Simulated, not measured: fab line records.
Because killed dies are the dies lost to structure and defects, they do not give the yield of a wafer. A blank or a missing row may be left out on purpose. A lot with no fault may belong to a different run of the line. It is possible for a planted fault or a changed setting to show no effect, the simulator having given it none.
fab line records -- flow rit_cmos
[record] lots = 7, wafers = 21, last_day = 8
route steps=202 shown SILICIDE@163 CONTACT@168 M1@202
lots with no fault: from the same line, run without faults
start_h: hours from the record's opening day to when the first of the lot's shown wafers began -- wait_h: how many hours have passed since the lot's step before this one -- " as in the row above -- L1.1+2: one row covering several wafers at once -- - value missing, or start not given -- * or withheld: withheld -- < > ~ a bound
route shown NAME@n: NAME is a module with steps in the file, n the number in the route of the first one -- usual: average and standard deviation across the fault-free wafers -- same: alike in all rows -- chamber/n: place in a boat -- sites: each site's reading -- _std_site: standard deviation across them -- _edge_site: inner sites' mean taken away from outer sites' mean -- radius_mm: how far each site lies from the wafer's centre -- mask NAME#n: copy n -- behind: the most recent tool/chamber to have shaped the wafer -- hold: reason for holding the lot/hours on hold/outcome of the hold -- device: whichever transistor did not switch (one of n, p or np) -- end of line: the tests these same wafers got at the end of their route -- for a step that has no rows: nothing shown but its recipe -- killed: at the first sort, the dies lost to defects and structure; wafer yield is something else -- map: a wafer's dies, x killed, . not, _ none there
set.NAME: the run value of the setting; set.NAME@STEP: its run value at that earlier step -- model.NAME: the simulator's own value behind a step, which no gauge read
lots at some steps of the route; a table a step, a row a wafer
services: the hour from which a tool's chamber was out of use, counted from the record's first day as start_h (under 0 if before that day), plus the number of hours and why
[[steps]]
[step RIT_SILICIDE_RS_MEAS_02]
[recipe] thk_meas_gauge = four-point-probe, reads = Ti_of_SILICIDE_SPUTTER_01
[usual] SILICIDE_TI_RS = 46.2/0.58
lot.wafer,tool,chamber,start_h,wait_h,SILICIDE_TI_RS[ohm/sq]
L125.2,film_metro-03,-,98.09,0.1,45.6
L125.3,film_metro-03,-,98.09,0.1,45.8
L125.4,film_metro-03,-,98.09,0.1,46.3
L129.1,film_metro-02,-,118.65,0.1,47.0
L129.2,film_metro-02,-,118.65,0.1,46.5
L129.5,film_metro-02,-,118.65,0.1,46.5
L132.1,film_metro-02,-,145.97,0.1,45.4
L132.2,film_metro-02,-,145.97,0.1,45.5
L132.3,film_metro-02,-,145.97,0.1,45.0
L133.1,film_metro-04,-,147.78,0.1,46.8
L133.3,film_metro-04,-,147.78,0.1,47.3
L133.4,film_metro-04,-,147.78,0.1,46.6
L134.2,film_metro-03,-,152.76,0.1,45.3
L134.4,film_metro-03,-,152.76,0.1,45.0
L134.5,film_metro-03,-,152.76,0.1,45.7
L135.3,film_metro-03,-,158.23,0.1,46.4
L135.5,film_metro-03,-,158.23,0.1,46.4
L135.6,film_metro-03,-,158.23,0.1,46.7
L140.3,film_metro-03,-,177.89,0.1,46.4
L140.4,film_metro-03,-,177.89,0.1,46.8
L140.6,film_metro-03,-,177.89,0.1,46.1
[step RIT_SILICIDE_THK_MEAS_03]
[recipe] thk_meas_gauge = xrf, reads = Ti_of_SILICIDE_SPUTTER_01
[usual] SILICIDE_TI_THK = 30.7/0.34
lot.wafer,tool,chamber,start_h,wait_h,SILICIDE_TI_THK[nm]
L125.2,film_metro-03,-,98.20,0.1,31.1
L125.3,film_metro-03,-,98.20,0.1,30.9
L125.4,film_metro-03,-,98.20,0.1,30.5
L129.1,film_metro-02,-,118.77,0.1,30.0
L129.2,film_metro-02,-,118.77,0.1,30.3
L129.5,film_metro-02,-,118.77,0.1,30.3
L132.1,film_metro-02,-,146.09,0.1,31.3
L132.2,film_metro-02,-,146.09,0.1,30.9
L132.3,film_metro-02,-,146.09,0.1,31.4
L133.1,film_metro-04,-,147.90,0.1,30.2
L133.3,film_metro-04,-,147.90,0.1,30.0
L133.4,film_metro-04,-,147.90,0.1,30.3
L134.2,film_metro-03,-,152.87,0.1,31.1
L134.4,film_metro-03,-,152.87,0.1,31.4
L134.5,film_metro-03,-,152.87,0.1,31.0
L135.3,film_metro-03,-,158.33,0.1,30.6
L135.5,film_metro-03,-,158.33,0.1,30.6
L135.6,film_metro-03,-,158.33,0.1,30.5
L140.3,film_metro-03,-,177.99,0.1,30.9
L140.4,film_metro-03,-,177.99,0.1,30.5
L140.6,film_metro-03,-,177.99,0.1,30.8
[step RIT_SILICIDE_RTA_04]
[recipe] temp_c = 650, time_s = 10, idle_temp_c = 25, ramp_up_s = 5, ramp_down_s = 5, cool_to_c = 25, ambient = N2
[usual] wafer_temp_C_max = 652.9/1
lot.wafer,tool,chamber,start_h,wait_h,wafer_temp_C_max
L125.2,rtp_anneal-01,0,98.26,0.1,652.1
L125.3,rtp_anneal-01,0,98.26,0.1,652.0
L125.4,rtp_anneal-01,0,98.26,0.1,652.1
L129.1,rtp_anneal-01,0,118.83,0.1,652.2
L129.2,rtp_anneal-01,0,118.83,0.1,652.1
L129.5,rtp_anneal-01,0,118.83,0.1,651.3
L132.1,rtp_anneal-02,0,146.15,0.1,652.9
L132.2,rtp_anneal-02,0,146.15,0.1,656.3
L132.3,rtp_anneal-02,0,146.15,0.1,653.1
L133.1,rtp_anneal-01,0,147.96,0.1,651.9
L133.3,rtp_anneal-01,0,147.96,0.1,652.3
L133.4,rtp_anneal-01,0,147.96,0.1,652.5
L134.2,rtp_anneal-02,0,152.93,0.1,652.9
L134.4,rtp_anneal-02,0,152.93,0.1,653.7
L134.5,rtp_anneal-02,0,152.93,0.1,653.6
L135.3,rtp_anneal-01,0,158.39,0.1,652.0
L135.5,rtp_anneal-01,0,158.39,0.1,652.2
L135.6,rtp_anneal-01,0,158.39,0.1,651.5
L140.3,rtp_anneal-02,0,178.05,0.1,654.1
L140.4,rtp_anneal-02,0,178.05,0.1,653.9
L140.6,rtp_anneal-02,0,178.05,0.1,653.9
[step RIT_SILICIDE_WET_ETCH_05]
[recipe] chemistry = SPM, target = Ti, temp_c = 90, time_s = 120, dry = n2_spin
[step RIT_SILICIDE_RTA_06]
[recipe] temp_c = 750, time_s = 10, idle_temp_c = 25, ramp_up_s = 5, ramp_down_s = 10, cool_to_c = 25, ambient = N2
[usual] wafer_temp_C_max = 753.1/1.2
lot.wafer,tool,chamber,start_h,wait_h,wafer_temp_C_max
L125.2,rtp_anneal-02,0,98.38,0.0,753.3
L125.3,rtp_anneal-02,0,98.38,0.0,754.6
L125.4,rtp_anneal-02,0,98.38,0.0,755.1
L129.1,rtp_anneal-02,0,118.94,0.0,754.5
L129.2,rtp_anneal-02,0,118.94,0.0,755.1
L129.5,rtp_anneal-02,0,118.94,0.0,754.5
L132.1,rtp_anneal-01,0,146.26,0.0,752.2
L132.2,rtp_anneal-01,0,146.26,0.0,753.1
L132.3,rtp_anneal-01,0,146.26,0.0,752.5
L133.1,rtp_anneal-02,0,148.06,0.0,753.9
L133.3,rtp_anneal-02,0,148.06,0.0,753.3
L133.4,rtp_anneal-02,0,148.06,0.0,754.1
L134.2,rtp_anneal-01,0,153.04,0.0,752.6
L134.4,rtp_anneal-01,0,153.04,0.0,752.2
L134.5,rtp_anneal-01,0,153.04,0.0,751.9
L135.3,rtp_anneal-02,0,158.50,0.0,754.9
L135.5,rtp_anneal-02,0,158.50,0.0,753.5
L135.6,rtp_anneal-02,0,158.50,0.0,755.1
L140.3,rtp_anneal-01,0,178.19,0.0,752.1
L140.4,rtp_anneal-01,0,178.19,0.0,752.1
L140.6,rtp_anneal-01,0,178.19,0.0,752.4
[step RIT_CONTACT_CVD_00]
[recipe] material = SiO2, target_thk_nm = 400, precursor = TEOS, temp_c = 390, time_s = 61, rf_w = 400
[usual] heater_power_w = 330/59
lot.wafer,tool,chamber,start_h,wait_h,heater_power_w
L125.2,pecvd-02,2,98.43,0.0,360
L125.3,pecvd-02,1,98.43,0.0,329
L125.4,pecvd-02,0,98.43,0.0,395
L129.1,pecvd-03,2,119.01,0.1,291
L129.2,pecvd-03,1,119.01,0.1,370
L129.5,pecvd-03,0,119.01,0.1,403
L132.1,pecvd-03,1,146.33,0.1,406
L132.2,pecvd-03,0,146.33,0.1,311
L132.3,pecvd-03,2,146.33,0.1,259
L133.1,pecvd-04,1,148.13,0.1,336
L133.3,pecvd-04,2,148.13,0.1,285
L133.4,pecvd-04,2,148.13,0.1,309
L134.2,pecvd-02,1,153.10,0.0,342
L134.4,pecvd-02,2,153.10,0.0,367
L134.5,pecvd-02,0,153.10,0.0,417
L135.3,pecvd-03,1,158.55,0.0,383
L135.5,pecvd-03,1,158.55,0.0,399
L135.6,pecvd-03,0,158.55,0.0,352
L140.3,pecvd-02,1,178.30,0.1,276
L140.4,pecvd-02,0,178.30,0.1,428
L140.6,pecvd-02,1,178.30,0.1,310
[step RIT_CONTACT_THK_MEAS_01]
[recipe] reads = SiO2_of_CONTACT_CVD_00
[usual] CONTACT_TEOS_THK = 400/5.2
lot.wafer,tool,chamber,start_h,wait_h,CONTACT_TEOS_THK[nm]
L125.2,film_metro-01,-,98.49,0.0,399
L125.3,film_metro-01,-,98.49,0.0,403
L125.4,film_metro-01,-,98.49,0.0,404
L129.1,film_metro-03,-,119.06,0.0,400
L129.2,film_metro-03,-,119.06,0.0,393
L129.5,film_metro-03,-,119.06,0.0,400
L132.1,film_metro-04,-,146.38,0.0,389
L132.2,film_metro-04,-,146.38,0.0,398
L132.3,film_metro-04,-,146.38,0.0,397
L133.1,film_metro-03,-,148.18,0.0,400
L133.3,film_metro-03,-,148.18,0.0,397
L133.4,film_metro-03,-,148.18,0.0,403
L134.2,film_metro-04,-,153.16,0.0,402
L134.4,film_metro-04,-,153.16,0.0,406
L134.5,film_metro-04,-,153.16,0.0,408
L135.3,film_metro-01,-,158.62,0.0,392
L135.5,film_metro-01,-,158.62,0.0,403
L135.6,film_metro-01,-,158.62,0.0,405
L140.3,film_metro-01,-,178.37,0.0,406
L140.4,film_metro-01,-,178.37,0.0,411
L140.6,film_metro-01,-,178.37,0.0,408
[step RIT_CONTACT_HMDS_02]
[recipe] prime_time_s = 60, prime_temp_c = 140
[step RIT_CONTACT_COAT_03]
[recipe] resist = NOVOLAK, spin_rpm = 3250, resist_thk_nm = 1000
[step RIT_CONTACT_SOFTBAKE_04]
[recipe] resist = NOVOLAK, temp_c = 90, time_s = 60
[step RIT_CONTACT_EXPOSE_05]
[recipe] mask_id = M11, na = 0.6, source_shape = conventional, sigma_outer = 0.5, target_cd_nm = 1000, dose_mj = 247.6
[step RIT_CONTACT_PEB_06]
[recipe] resist = NOVOLAK, temp_c = withheld, time_s = withheld
[step RIT_CONTACT_DEVELOP_07]
[recipe] resist = NOVOLAK, develop_time_s = 120, dev_temp_c = 23
[usual] developer_temp_C = 23.00/0.1
lot.wafer,tool,chamber,start_h,wait_h,developer_temp_C
L125.2,litho_track-02,0,99,-,22.96
L125.3,litho_track-02,0,99,-,22.84
L125.4,litho_track-02,0,99,-,22.94
L129.1,litho_track-03,0,119,-,22.98
L129.2,litho_track-03,0,119,-,22.93
L129.5,litho_track-03,0,120,-,22.96
L132.1,litho_track-03,0,147,-,23.68
L132.2,litho_track-03,0,147,-,23.68
L132.3,litho_track-03,0,147,-,23.70
L133.1,litho_track-04,0,149,-,22.99
L133.3,litho_track-04,0,149,-,23.06
L133.4,litho_track-04,0,149,-,22.95
L134.2,litho_track-03,0,153,-,23.61
L134.4,litho_track-03,0,154,-,23.86
L134.5,litho_track-03,0,154,-,23.72
L135.3,litho_track-03,0,159,-,23.69
L135.5,litho_track-03,0,159,-,23.70
L135.6,litho_track-03,0,159,-,23.68
L140.3,litho_track-04,0,179,-,23.22
L140.4,litho_track-04,0,179,-,23.02
L140.6,litho_track-04,0,179,-,23.12
[step RIT_CONTACT_CD_MEAS_08]
[recipe] target_cd_nm = 1000
[usual] cd_nm = 1000.0/2.6
lot.wafer,tool,chamber,start_h,wait_h,cd_nm
L125.2,cd_sem-01,-,99.66,-,995.7
L125.3,cd_sem-01,-,99.66,-,1001.0
L125.4,cd_sem-01,-,99.66,-,997.2
L129.1,cd_sem-02,-,120.09,-,1000.7
L129.2,cd_sem-02,-,120.09,-,998.0
L129.5,cd_sem-02,-,120.09,-,997.4
L132.1,cd_sem-02,-,147.43,-,995.5
L132.2,cd_sem-02,-,147.43,-,993.7
L132.3,cd_sem-02,-,147.43,-,996.1
L133.1,cd_sem-01,-,149.39,-,1002.7
L133.3,cd_sem-01,-,149.39,-,1001.4
L133.4,cd_sem-01,-,149.39,-,1003.8
L134.2,cd_sem-02,-,154.20,-,999.3
L134.4,cd_sem-02,-,154.20,-,1000.2
L134.5,cd_sem-02,-,154.20,-,999.3
L135.3,cd_sem-02,-,159.86,-,996.7
L135.5,cd_sem-02,-,159.86,-,996.9
L135.6,cd_sem-02,-,159.86,-,999.4
L140.3,cd_sem-02,-,179.44,-,997.7
L140.4,cd_sem-02,-,179.44,-,997.0
L140.6,cd_sem-02,-,179.44,-,996.4
[step RIT_M1_PROBE_99]
[usual] killed_at_front_end = 7.0/2.8, killed_dies = 7.0/2.8, killed_open = 3.4/1.9, killed_short = 3.6/2
[same] gross_dies = 264, killed_at_M0_to_M3 = 0, killed_at_M4_up = 0, killed_at_back_side = 0, killed_at_contacts = 0, killed_at_other = 0
lot.wafer,tool,chamber,start_h,wait_h,killed_at_front_end,killed_dies,killed_open,killed_short
L125.2,prober-02,-,104.97,0.1,5,5,3,2
L125.3,prober-02,-,105.02,0.2,7,7,3,4
L125.4,prober-02,-,105.07,0.2,9,9,5,4
L129.1,prober-02,-,125.31,0.1,10,10,7,3
L129.2,prober-02,-,125.36,0.1,8,8,4,4
L129.5,prober-02,-,125.51,0.2,9,9,5,4
L132.1,prober-01,-,152.82,0.1,8,8,4,4
L132.2,prober-01,-,152.87,0.1,3,3,1,2
L132.3,prober-01,-,152.92,0.2,4,4,2,2
L133.1,prober-02,-,154.89,0.1,7,7,4,3
L133.3,prober-02,-,154.99,0.2,6,6,2,4
L133.4,prober-02,-,155.04,0.2,13,13,7,6
L134.2,prober-01,-,159.49,0.1,7,7,4,3
L134.4,prober-01,-,159.59,0.2,2,2,2,0
L134.5,prober-01,-,159.64,0.2,5,5,2,3
L135.3,prober-02,-,165.24,0.2,7,7,4,3
L135.5,prober-02,-,165.34,0.2,7,7,2,5
L135.6,prober-02,-,165.39,0.2,7,7,6,1
L140.3,prober-01,-,184.78,0.2,5,5,0,5
L140.4,prober-01,-,184.83,0.2,3,3,1,2
L140.6,prober-01,-,184.93,0.2,4,4,2,2
// killed by level:class
L125.2 GATE:geometric_particle:open=2 FOX1:geometric_particle:open=1 GATE:geometric_particle:short=1 REOX:geometric_particle:short=1
L125.3 SILICIDE:geometric_particle:short=3 FOX1:geometric_particle:open=1 GATE:geometric_particle:open=1 SPACER:geometric_particle:open=1 SPACER:geometric_particle:short=1
L125.4 GATE:geometric_particle:short=3 GATE:geometric_particle:open=3 REOX:geometric_particle:open=1 SPACER:geometric_particle:short=1 SPACER:geometric_particle:open=1
L129.1 GATE:geometric_particle:open=3 REOX:geometric_particle:open=3 GATE:geometric_particle:short=2 SILICIDE:geometric_particle:open=1 SILICIDE:geometric_particle:short=1
L129.2 GATE:geometric_particle:short=2 REOX:geometric_particle:open=2 GATE:geometric_particle:open=1 REOX:geometric_particle:short=1 SPACER:geometric_particle:short=1 SPACER:geometric_particle:open=1
L129.5 GATE:geometric_particle:short=3 GATE:geometric_particle:open=2 FOX2:geometric_particle:open=1 SPACER:geometric_particle:open=1 SPACER:geometric_particle:short=1 SILICIDE:geometric_particle:open=1
L132.1 GATE:geometric_particle:open=3 GATE:geometric_particle:short=2 FOX1:geometric_particle:short=1 SPACER:geometric_particle:short=1 SPACER:geometric_particle:open=1
L132.2 FOX1:geometric_particle:short=1 FOX2:geometric_particle:open=1 SPACER:geometric_particle:short=1
L132.3 GATE:geometric_particle:short=1 GATE:geometric_particle:open=1 SPACER:geometric_particle:short=1 SPACER:geometric_particle:open=1
L133.1 SILICIDE:geometric_particle:short=2 FOX1:geometric_particle:open=1 FOX1:geometric_particle:short=1 GATE:geometric_particle:open=1 REOX:geometric_particle:open=1 SPACER:geometric_particle:open=1
L133.3 FOX2:geometric_particle:short=2 FOX1:geometric_particle:short=1 FOX2:geometric_particle:open=1 GATE:geometric_particle:short=1 SPACER:geometric_particle:open=1
L133.4 SILICIDE:geometric_particle:short=3 FOX1:geometric_particle:open=2 GATE:geometric_particle:open=2 SPACER:geometric_particle:open=2 FOX2:geometric_particle:open=1 GATE:geometric_particle:short=1 REOX:geometric_particle:short=1 SPACER:geometric_particle:short=1
L134.2 GATE:geometric_particle:open=2 SILICIDE:geometric_particle:short=2 FOX2:geometric_particle:open=1 REOX:geometric_particle:open=1 SPACER:geometric_particle:short=1
L134.4 REOX:geometric_particle:open=1 SPACER:geometric_particle:open=1
L134.5 SPACER:geometric_particle:short=2 GATE:geometric_particle:open=1 GATE:geometric_particle:short=1 SILICIDE:geometric_particle:open=1
L135.3 FOX1:geometric_particle:open=2 REOX:geometric_particle:short=2 REOX:geometric_particle:open=1 SILICIDE:geometric_particle:open=1 SILICIDE:geometric_particle:short=1
L135.5 FOX1:geometric_particle:short=2 REOX:geometric_particle:open=2 REOX:geometric_particle:short=2 GATE:geometric_particle:short=1
L135.6 REOX:geometric_particle:open=3 SILICIDE:geometric_particle:open=2 GATE:geometric_particle:open=1 GATE:geometric_particle:short=1
L140.3 FOX1:geometric_particle:short=1 FOX2:geometric_particle:short=1 GATE:geometric_particle:short=1 REOX:geometric_particle:short=1 SILICIDE:geometric_particle:short=1
L140.4 FOX1:geometric_particle:open=1 GATE:geometric_particle:short=1 SPACER:geometric_particle:short=1
L140.6 GATE:geometric_particle:short=1 GATE:geometric_particle:open=1 REOX:geometric_particle:open=1 SPACER:geometric_particle:short=1
[[services]]
tool,chamber,start_h,hours,kind
pecvd-04,-,89.79,1.3,repair
pecvd-03,0,101.72,5.6,repair
pecvd-02,-,104.53,1.4,repair
pecvd-04,1,138.03,4.2,repair
pecvd-03,1,173.30,5.0,repair
[[key]]
[first_sign] step = RIT_CONTACT_DEVELOP_07, reading = developer_temp_C, direction = up, sigmas = 6.9, usual = *, struck = *
effect none on later readings
met_at RIT_CONTACT_DEVELOP_07
struck_wafers L132.1,L132.2,L132.3,L134.2,L134.4,L134.5,L135.3,L135.5,L135.6
tester_left_out L132,L134,L135
[loop_trim] step = RIT_CONTACT_EXPOSE_05, setting = dose, lots = L135
onset_between 119 147
[fault] kind = process_parameter_drift, tool = litho_track-03, chamber = -, onset_h = 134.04, steps = RIT_CONTACT_DEVELOP_07, channel = dev_temp_c, offset = *, shape = step, end_h = 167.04, acts_in = *, stated = *
// tester_left_out: of these lots the tester's yield and bins aren't shown, on N5 and GAA mostly nor the transistor test; their killed dies are dies lost to structure and defects alone, not to doping, threshold or leakage, so they don't give the yield
// loop_trim: a control loop set the setting to another value than it would have without faults
